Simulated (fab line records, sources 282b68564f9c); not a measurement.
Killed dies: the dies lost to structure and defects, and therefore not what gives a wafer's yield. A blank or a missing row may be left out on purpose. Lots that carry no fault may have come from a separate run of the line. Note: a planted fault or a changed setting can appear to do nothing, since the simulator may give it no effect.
fab line records	flow rit_cmos
record: lots: 6	wafers: 18	last_day: 7
route steps=202 shown ACTIVE@1 FOX1@20 FOX2@23 NWELL@28 M1@202
lots with no fault: from the same line, run without faults
start_h: hours from the record's first day to the start of the lot's first wafer shown	wait_h: how many hours have passed since the lot's step before this one	" identical to the entry in the row above	L1.1+2: several wafers, shown together as one row	- no value, or no start given	* or withheld: withheld	< > ~ a bound
route shown NAME@n: a module of which the file shows steps, and the number in the route of the first	usual: average and standard deviation across the fault-free wafers	same: alike in all rows	chamber/n: place in a boat	sites: the reading at each site	_std_site: the standard deviation of these	_edge_site: outer sites' mean less inner sites'	radius_mm: how far each site lies from the wafer's centre	mask NAME#n: copy n	behind: the last tool/chamber to shape the wafer	hold: reason for holding the lot/hours on hold/outcome of the hold	device: whichever transistor did not switch (one of n, p or np)	end of line: the same wafers' tests at the end of the route	a step given without rows: its recipe and nothing more	killed: dies that structure and defects cost at the first sort, which is not the same as the wafer's yield	map: the dies of a wafer, with x for killed, . for not killed, _ for no die there
set.NAME: setting as actually run; set.NAME@STEP: the setting as run at that earlier step	model.NAME: the simulator's own value behind a step, which no gauge read
lots seen at some steps along the route; tables by step, rows by wafer
services: when a tool's chamber went out of use (start_h, in hours from the record's first day, below 0 if earlier), for how many hours, and the reason
== steps ==
step: RIT_ACTIVE_BOW_MEAS_00
recipe: mode: bow
usual: INCOMING_BOW: 0/6.5
lot.wafer	tool	chamber	start_h	wait_h	INCOMING_BOW[um]
L266.2	film_metro-03	-	10.02	-	-4
L266.3	"	-	"	"	-1
L266.6	"	-	"	"	6
L268.1	film_metro-04	-	20.00	-	-16
L268.4	"	-	"	"	-10
L268.5	"	-	"	"	2
L274.4	film_metro-02	-	50.06	-	-3
L274.5	"	-	"	"	5
L274.6	"	-	"	"	-6
L278.1	film_metro-03	-	70.01	-	-3
L278.2	"	-	"	"	-8
L278.3	"	-	"	"	-3
L280.1	film_metro-02	-	80.00	-	-6
L280.4	"	-	"	"	3
L280.6	"	-	"	"	0
L289.1	film_metro-02	-	125.00	-	-7
L289.3	"	-	"	"	0
L289.5	"	-	"	"	-10
step: RIT_ACTIVE_OXIDATION_01
recipe: temp_c: 1000	ambient: O2	target_thk_a: 468	ox_time_s: 3360
lot.wafer	tool	chamber	start_h	wait_h
L266.2+3+6	furnace-01	0	10.58	0.5
L268.1+4+5	furnace-03	0	21.32	1.3
L274.4+5+6	furnace-01	0	51.27	1.2
L278.1+2+3	furnace-01	0	70.13	0.1
L280.1+4+6	furnace-03	0	80.12	0.1
L289.1+3+5	furnace-04	0	125.31	0.3
step: RIT_ACTIVE_THK_MEAS_02
recipe: reads: SiO2_of_ACTIVE_OXIDATION_01
usual: ACTIVE_OXIDE_THK: 46.6/0.95
lot.wafer	tool	chamber	start_h	wait_h	ACTIVE_OXIDE_THK[nm]
L266.2	film_metro-02	-	12.52	0.0	46.3
L266.3	"	-	"	"	46.7
L266.6	"	-	"	"	46.6
L268.1	film_metro-04	-	23.26	0.0	45.1
L268.4	"	-	"	"	45.6
L268.5	"	-	"	"	45.3
L274.4	film_metro-03	-	53.23	0.0	46.9
L274.5	"	-	"	"	47.9
L274.6	"	-	"	"	47.4
L278.1	film_metro-02	-	72.07	0.0	48.1
L278.2	"	-	"	"	47.8
L278.3	"	-	"	"	47.5
L280.1	film_metro-02	-	82.05	0.0	45.8
L280.4	"	-	"	"	46.3
L280.6	"	-	"	"	45.2
L289.1	film_metro-04	-	127.25	0.0	47.1
L289.3	"	-	"	"	46.8
L289.5	"	-	"	"	46.4
step: RIT_ACTIVE_CVD_03
recipe: material: Si3N4	target_thk_nm: 150	temp_c: 810	precursor: SiH2Cl2/NH3	time_s: 1500	pressure_mtorr: 300	sih2cl2_flow_sccm: 60	nh3_flow_sccm: 150
step: RIT_ACTIVE_THK_MEAS_04
recipe: reads: Si3N4_of_ACTIVE_CVD_03
usual: ACTIVE_NITRIDE_THK: 149.8/1.4
lot.wafer	tool	chamber	start_h	wait_h	ACTIVE_NITRIDE_THK[nm]
L266.2	film_metro-04	-	14.00	0.0	148.7
L266.3	"	-	"	"	150.1
L266.6	"	-	"	"	149.9
L268.1	film_metro-04	-	24.73	0.0	150.6
L268.4	"	-	"	"	150.3
L268.5	"	-	"	"	150.4
L274.4	film_metro-02	-	54.71	0.0	148.4
L274.5	"	-	"	"	148.8
L274.6	"	-	"	"	148.3
L278.1	film_metro-02	-	73.54	0.0	147.5
L278.2	"	-	"	"	149.2
L278.3	"	-	"	"	150.0
L280.1	film_metro-02	-	84.64	0.0	151.9
L280.4	"	-	"	"	150.4
L280.6	"	-	"	"	152.8
L289.1	film_metro-03	-	128.72	0.0	149.1
L289.3	"	-	"	"	148.1
L289.5	"	-	"	"	148.6
step: RIT_ACTIVE_HMDS_05
recipe: prime_time_s: 60	prime_temp_c: 140
step: RIT_ACTIVE_COAT_06
recipe: resist: NOVOLAK	spin_rpm: 3250	resist_thk_nm: 1000
step: RIT_ACTIVE_SOFTBAKE_07
recipe: resist: NOVOLAK	temp_c: 90	time_s: 60
step: RIT_ACTIVE_EXPOSE_08
recipe: mask_id: M1	na: 0.6	source_shape: conventional	sigma_outer: 0.6	target_cd_nm: 1400	dose_mj: 225
step: RIT_ACTIVE_PEB_09
recipe: resist: NOVOLAK	temp_c: withheld	time_s: withheld
step: RIT_ACTIVE_DEVELOP_10
recipe: resist: NOVOLAK	develop_time_s: 50	dev_temp_c: 23
step: RIT_ACTIVE_CD_MEAS_11
recipe: target_cd_nm: 1400
usual: cd_nm: 1399.4/2
lot.wafer	tool	chamber	start_h	wait_h	cd_nm
L266.2	cd_sem-01	-	15.04	-	1401.4
L266.3	"	-	"	"	1399.6
L266.6	"	-	"	"	1398.6
L268.1	cd_sem-02	-	25.64	-	1401.1
L268.4	"	-	"	"	1401.5
L268.5	"	-	"	"	1401.4
L274.4	cd_sem-01	-	55.65	-	1398.7
L274.5	"	-	"	"	1399.8
L274.6	"	-	"	"	1399.1
L278.1	cd_sem-02	-	74.45	-	1400.1
L278.2	"	-	"	"	1403.4
L278.3	"	-	"	"	1399.4
L280.1	cd_sem-02	-	85.67	-	1400.8
L280.4	"	-	"	"	1400.5
L280.6	"	-	"	"	1400.7
L289.1	cd_sem-01	-	129.63	-	1398.3
L289.3	"	-	"	"	1399.2
L289.5	"	-	"	"	1399.5
step: RIT_ACTIVE_HARDBAKE_12
recipe: resist: NOVOLAK	temp_c: 140	time_s: 60
step: RIT_ACTIVE_ETCH_13
recipe: stop_on: SiO2	chemistry: SF6	target: Si3N4	time_s: 210	over_etch_frac: 0.4	SF6_flow_sccm: 200	pressure_mtorr: 260	rf_w: 125	target_depth_a: 2100
usual: drypump_motor_current_A: 5.6/0.46	oes_product_au: 0.817/0.011	throttle_valve_pct: 7.52/0.1
lot.wafer	tool	chamber	start_h	wait_h	drypump_motor_current_A	oes_product_au	rf_hours_counter_h	throttle_valve_pct
L266.2	rie_diel-01	1	15.29	0.1	6.0	0.833	170	7.55
L266.3	"	0	"	"	5.6	0.811	6	7.59
L266.6	"	1	"	"	6.0	0.842	-	7.55
L268.1	rie_diel-01	1	25.91	0.1	6.0	0.843	170	7.57
L268.4	"	1	"	"	6.0	0.839	-	7.56
L268.5	"	2	"	"	5.0	0.827	-	7.48
L274.4	rie_diel-01	2	55.92	0.1	5.0	0.821	-	7.49
L274.5	"	3	"	"	6.2	0.819	-	7.61
L274.6	"	0	"	"	5.5	0.804	-	7.58
L278.1	rie_diel-02	2	74.72	0.1	5.9	0.812	63	7.59
L278.2	"	3	"	"	5.9	0.808	27	7.64
L278.3	"	0	"	"	5.1	0.802	92	7.42
L280.1	rie_diel-03	2	85.94	0.1	5.7	0.821	89	7.37
L280.4	"	3	"	"	5.8	0.823	14	7.39
L280.6	"	3	"	"	5.8	0.819	-	7.39
L289.1	rie_diel-03	2	129.90	0.1	5.7	0.815	91	7.37
L289.3	"	0	"	"	5.7	0.833	50	7.55
L289.5	"	1	"	"	6.0	0.810	-	7.29
step: RIT_ACTIVE_STRIP_14
recipe: chemistry: O2	time_s: 180	resist: NOVOLAK	platen_temp_c: withheld	power_w: 500	pressure_mtorr: 4000	o2_flow_sccm: 4000
usual: drypump_motor_current_A: 5.8/0.37
lot.wafer	tool	chamber	start_h	wait_h	drypump_motor_current_A	rf_hours_counter_h
L266.2	plasma_asher-04	0	15.43	0.1	6.5	37
L266.3	"	0	"	"	6.5	-
L266.6	"	0	"	"	6.5	-
L268.1	plasma_asher-02	1	26.05	0.1	5.5	37
L268.4	"	1	"	"	5.5	-
L268.5	"	0	"	"	5.4	-
L274.4	plasma_asher-02	0	56.05	0.1	5.5	-
L274.5	"	0	"	"	5.5	-
L274.6	"	1	"	"	5.5	-
L278.1	plasma_asher-03	1	74.86	0.1	5.6	43
L278.2	"	0	"	"	5.7	43
L278.3	"	1	"	"	5.6	-
L280.1	plasma_asher-04	1	86.08	0.1	6.1	44
L280.4	"	0	"	"	6.5	-
L280.6	"	1	"	"	6.1	-
L289.1	plasma_asher-03	0	130.04	0.1	5.6	1
L289.3	"	0	"	"	5.7	-
L289.5	"	1	"	"	5.5	-
step: RIT_ACTIVE_CD_MEAS_90
recipe: target_cd_nm: 1400
usual: cd_nm: 1399.5/2
lot.wafer	tool	chamber	start_h	wait_h	cd_nm
L266.2	cd_sem-01	-	15.62	0.1	1401.6
L266.3	"	-	"	"	1399.5
L266.6	"	-	"	"	1398.7
L268.1	cd_sem-01	-	26.22	0.1	1401.1
L268.4	"	-	"	"	1401.5
L268.5	"	-	"	"	1401.6
L274.4	cd_sem-01	-	56.22	0.1	1398.2
L274.5	"	-	"	"	1400.1
L274.6	"	-	"	"	1398.5
L278.1	cd_sem-01	-	75.03	0.1	1399.9
L278.2	"	-	"	"	1403.4
L278.3	"	-	"	"	1399.2
L280.1	cd_sem-02	-	86.25	0.1	1401.1
L280.4	"	-	"	"	1400.5
L280.6	"	-	"	"	1400.8
L289.1	cd_sem-01	-	130.21	0.1	1398.1
L289.3	"	-	"	"	1399.3
L289.5	"	-	"	"	1399.1
step: RIT_ACTIVE_CLEAN_15
recipe: chemistry: SC1	mix: 3:3:50	time_s: 600	temp_c: 75
step: RIT_ACTIVE_CLEAN_16
recipe: chemistry: dHF	dilution: 50:1	time_s: 30
step: RIT_ACTIVE_CLEAN_17
recipe: chemistry: SC2	mix: 3:3:50	time_s: 600	temp_c: 75	dry: n2_spin
step: RIT_FOX1_OXIDATION_00
recipe: temp_c: 1100	ambient: H2O	target_thk_a: 3507	p_h2o_torr: 720	ox_time_s: 1130
step: RIT_FOX1_THK_MEAS_01
recipe: reads: SiO2_of_FOX1_OXIDATION_00
usual: FOX1_OXIDE_THK: 350/7.2
lot.wafer	tool	chamber	start_h	wait_h	FOX1_OXIDE_THK[nm]
L266.2	film_metro-01	-	21.19	0.0	341
L266.3	"	-	"	"	342
L266.6	"	-	"	"	343
L268.1	film_metro-03	-	28.27	0.0	338
L268.4	"	-	"	"	348
L268.5	"	-	"	"	340
L274.4	film_metro-02	-	57.99	0.0	343
L274.5	"	-	"	"	345
L274.6	"	-	"	"	346
L278.1	film_metro-01	-	79.78	0.0	363
L278.2	"	-	"	"	372
L278.3	"	-	"	"	365
L280.1	film_metro-02	-	89.67	0.0	352
L280.4	"	-	"	"	349
L280.6	"	-	"	"	349
L289.1	film_metro-01	-	132.99	0.0	345
L289.3	"	-	"	"	345
L289.5	"	-	"	"	349
step: RIT_FOX1_WET_ETCH_02
recipe: chemistry: BOE	target_depth_nm: 350	time_s: 390	temp_c: 21.5	dry: n2_spin	dilution: 10:1	target: SiO2
step: RIT_FOX2_OXIDATION_00
recipe: temp_c: 1100	ambient: H2O	target_thk_a: 3507	p_h2o_torr: 720	ox_time_s: 1130
step: RIT_FOX2_THK_MEAS_01
recipe: reads: SiO2_of_FOX2_OXIDATION_00
usual: FOX2_OXIDE_THK: 351/7.7
lot.wafer	tool	chamber	start_h	wait_h	FOX2_OXIDE_THK[nm]
L266.2	film_metro-01	-	23.49	0.0	362
L266.3	"	-	"	"	361
L266.6	"	-	"	"	369
L268.1	film_metro-02	-	29.76	0.0	348
L268.4	"	-	"	"	338
L268.5	"	-	"	"	345
L274.4	film_metro-02	-	59.49	0.0	355
L274.5	"	-	"	"	360
L274.6	"	-	"	"	355
L278.1	film_metro-01	-	81.34	0.0	350
L278.2	"	-	"	"	349
L278.3	"	-	"	"	351
L280.1	film_metro-01	-	91.23	0.0	346
L280.4	"	-	"	"	352
L280.6	"	-	"	"	354
L289.1	film_metro-04	-	134.96	0.0	361
L289.3	"	-	"	"	361
L289.5	"	-	"	"	354
step: RIT_FOX2_CLEAN_02
recipe: chemistry: dHF	dilution: 50:1	time_s: 180
step: RIT_FOX2_WET_ETCH_03
recipe: chemistry: H3PO4	target: Si3N4	target_depth_nm: 195	temp_c: 165	time_s: 2700
step: RIT_FOX2_THK_MEAS_90
recipe: reads: SiO2_of_FOX2_OXIDATION_00
usual: FIELD_OXIDE_LEFT_1_THK: 324/7.8
lot.wafer	tool	chamber	start_h	wait_h	FIELD_OXIDE_LEFT_1_THK[nm]
L266.2	film_metro-01	-	24.37	0.0	335
L266.3	"	-	"	"	334
L266.6	"	-	"	"	342
L268.1	film_metro-01	-	30.64	0.0	320
L268.4	"	-	"	"	310
L268.5	"	-	"	"	317
L274.4	film_metro-01	-	60.36	0.0	328
L274.5	"	-	"	"	333
L274.6	"	-	"	"	328
L278.1	film_metro-01	-	82.22	0.0	323
L278.2	"	-	"	"	322
L278.3	"	-	"	"	325
L280.1	film_metro-04	-	92.11	0.0	319
L280.4	"	-	"	"	325
L280.6	"	-	"	"	326
L289.1	film_metro-02	-	135.98	0.0	335
L289.3	"	-	"	"	334
L289.5	"	-	"	"	328
step: RIT_NWELL_HMDS_00
recipe: prime_time_s: 60	prime_temp_c: 140
step: RIT_NWELL_COAT_01
recipe: resist: NOVOLAK	spin_rpm: 2000	resist_thk_nm: 1300
step: RIT_NWELL_SOFTBAKE_02
recipe: resist: NOVOLAK	temp_c: 90	time_s: 60
step: RIT_NWELL_EXPOSE_03
recipe: mask_id: M2	na: 0.57	target_cd_nm: 43900	dose_mj: 250
step: RIT_M1_PROBE_99
usual: killed_at_contacts: 0.1/0.23	killed_at_front_end: 6.7/2.7	killed_dies: 6.7/2.7	killed_on_rim: 1.8/1.2	killed_open: 3.2/1.8	killed_short: 3.5/1.9
same: gross_dies: 264	killed_at_M0_to_M3: 0	killed_at_M4_up: 0	killed_at_back_side: 0	killed_at_other: 0
lot.wafer	tool	chamber	start_h	wait_h	killed_at_contacts	killed_at_front_end	killed_dies	killed_on_rim	killed_open	killed_short
L266.2	prober-01	-	63.95	0.1	0	3	3	2	1	2
L266.3	prober-01	-	64.00	0.2	0	6	6	1	4	2
L266.6	prober-01	-	64.15	0.2	0	6	6	1	3	3
L268.1	prober-01	-	69.59	0.1	0	10	10	4	6	4
L268.4	prober-01	-	69.74	0.2	0	7	7	2	2	5
L268.5	prober-01	-	69.79	0.2	0	14	14	4	6	8
L274.4	prober-01	-	104.82	0.2	0	119	119	36	2	2
L274.5	prober-01	-	104.87	0.2	0	120	120	32	4	3
L274.6	prober-01	-	104.92	0.2	0	106	106	30	2	2
L278.1	prober-02	-	125.25	0.1	0	105	105	28	1	0
L278.2	prober-02	-	125.30	0.1	0	124	124	32	2	0
L278.3	prober-02	-	125.35	0.2	0	110	110	27	1	2
L280.1	prober-02	-	134.44	0.1	0	8	8	1	3	5
L280.4	prober-02	-	134.59	0.2	1	9	10	4	7	3
L280.6	prober-02	-	134.69	0.2	0	4	4	0	2	2
killed by level:class
L266.2 GATE:geometric_particle:short=2 GATE:geometric_particle:open=1
L266.3 FOX2:geometric_particle:open=2 GATE:geometric_particle:open=1 REOX:geometric_particle:open=1 SPACER:geometric_particle:short=1 SILICIDE:geometric_particle:short=1
L266.6 GATE:geometric_particle:short=2 GATE:geometric_particle:open=1 REOX:geometric_particle:open=1 SPACER:geometric_particle:open=1 SILICIDE:geometric_particle:short=1
L268.1 GATE:geometric_particle:short=3 GATE:geometric_particle:open=2 REOX:geometric_particle:open=2 FOX1:geometric_particle:short=1 SPACER:geometric_particle:open=1 SILICIDE:geometric_particle:open=1
L268.4 GATE:geometric_particle:open=2 SPACER:geometric_particle:short=2 GATE:geometric_particle:short=1 REOX:geometric_particle:short=1 SILICIDE:geometric_particle:short=1
L268.5 GATE:geometric_particle:open=4 SILICIDE:geometric_particle:short=3 GATE:geometric_particle:short=2 REOX:geometric_particle:short=2 FOX1:geometric_particle:open=1 FOX1:geometric_particle:short=1 SPACER:geometric_particle:open=1
L274.4 ACTIVE:unspecified=115 SPACER:geometric_particle:open=2 REOX:geometric_particle:short=1 SPACER:geometric_particle:short=1
L274.5 ACTIVE:unspecified=113 ACTIVE:geometric_particle:open=1 FOX2:geometric_particle:open=1 FOX2:geometric_particle:short=1 GATE:geometric_particle:short=1 REOX:geometric_particle:open=1 SPACER:geometric_particle:open=1 SPACER:geometric_particle:short=1
L274.6 ACTIVE:unspecified=102 FOX1:geometric_particle:short=1 GATE:geometric_particle:short=1 GATE:geometric_particle:open=1 SILICIDE:geometric_particle:open=1
L278.1 ACTIVE:unspecified=104 GATE:geometric_particle:open=1
L278.2 ACTIVE:unspecified=122 GATE:geometric_particle:open=2
L278.3 ACTIVE:unspecified=107 GATE:geometric_particle:open=1 GATE:geometric_particle:short=1 SPACER:geometric_particle:short=1
L280.1 GATE:geometric_particle:short=4 GATE:geometric_particle:open=2 REOX:geometric_particle:open=1 REOX:geometric_particle:short=1
L280.4 GATE:geometric_particle:short=3 GATE:geometric_particle:open=2 FOX1:geometric_particle:open=1 REOX:geometric_particle:open=1 SPACER:geometric_particle:open=1 SILICIDE:geometric_particle:open=1 CONTACT:geometric_particle:open=1
L280.6 GATE:geometric_particle:short=2 GATE:geometric_particle:open=2
map L274.5 (x killed, . not)
________..x..x._______
_____x.x..x...xxxx____
____.....x..xx..x.x___
___x..xxxxxx...x....__
__....xxx..xxx.xx...x_
__....xx.x..xxxxx...._
_.x..xxxxx.x...x...xxx
_xx.xx...x..x.x...xx..
_xx.x.xx..xx....xx.x..
_....x.....xxxx.xxx.x.
__.x....xx.xx.....xxx_
__x.x.x...x.xx..xx..x_
___xxxxx......x.....__
____x..xx...xx.xxx.___
_____x..xxx..xxxx.____
________.x..x.x_______
map L278.2 (x killed, . not)
________x..xx.x_______
_____.x.xx...xx.xx____
____.xxx...xx.xx.x.___
___x....x....x...xx.__
__.x.xx.x...x.x.xxxx._
__....xxx..xx..x.xx.._
_..x...........x.xx..x
_.xx..xxxxxx.xx.x..x..
_x..x..xx....xxxx.....
_.....x..x..xx...xx...
__xx.x.xx.xxxx.x.xxx._
__x.xx.xxx.xxxx..x.x._
___..x..xxxxx.x....x__
____.x..x..xxxx.xx.___
_____.xx.....xxxxx____
________...xx.x_______
== services ==
tool	chamber	start_h	hours	kind
plasma_asher-02	-	-0.57	15.6	pm
rie_diel-02	-	12.49	0.5	repair
furnace-04	-	14.94	3.1	pm
furnace-04	-	17.99	3.9	pm
rie_diel-01	3	21.91	6.7	repair
rie_diel-01	2	28.70	2.9	repair
rie_diel-01	1	44.55	-	clean
rie_diel-01	1	44.55	21.6	scheduled_down
rie_diel-01	1	44.55	21.6	vent_cycle
rie_diel-03	0	71.79	4.9	repair
rie_diel-01	-	80.61	2.8	pm
rie_diel-01	0	95.68	8.3	repair
plasma_asher-03	-	108.84	9.0	pm
plasma_asher-03	0	108.84	9.0	vent_cycle
plasma_asher-03	1	108.84	9.0	vent_cycle
plasma_asher-03	0	117.84	-	clean
plasma_asher-03	1	117.84	-	clean
rie_diel-01	3	120.95	7.5	repair
rie_diel-03	1	123.37	3.4	repair
furnace-03	-	125.49	3.2	pm
== key ==
first_sign: step: RIT_M1_PROBE_99	reading: killed_at_front_end	direction: up	sigmas: 40	usual: 6.7	struck: 114
effect: step: RIT_M1_PROBE_99	reading: killed_dies	direction: up	sigmas: 40	usual: 6.7	struck: 114
met_at RIT_ACTIVE_OXIDATION_01
struck_wafers L274.4,L274.5,L274.6,L278.1,L278.2,L278.3
tester_left_out L274,L278
onset_between 10.58 51.27
fault: kind: chamber_particle_source	tool: furnace-01	chamber: -	onset_h: 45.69	steps: RIT_ACTIVE_OXIDATION_01	rate_per_visit_cm2: 1.0136	end_h: 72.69
tester_left_out: of these lots the tester's yield and bins aren't shown, on N5 and GAA mostly nor the transistor test; their killed dies are dies lost to structure and defects alone, not to doping, threshold or leakage, so they don't give the yield
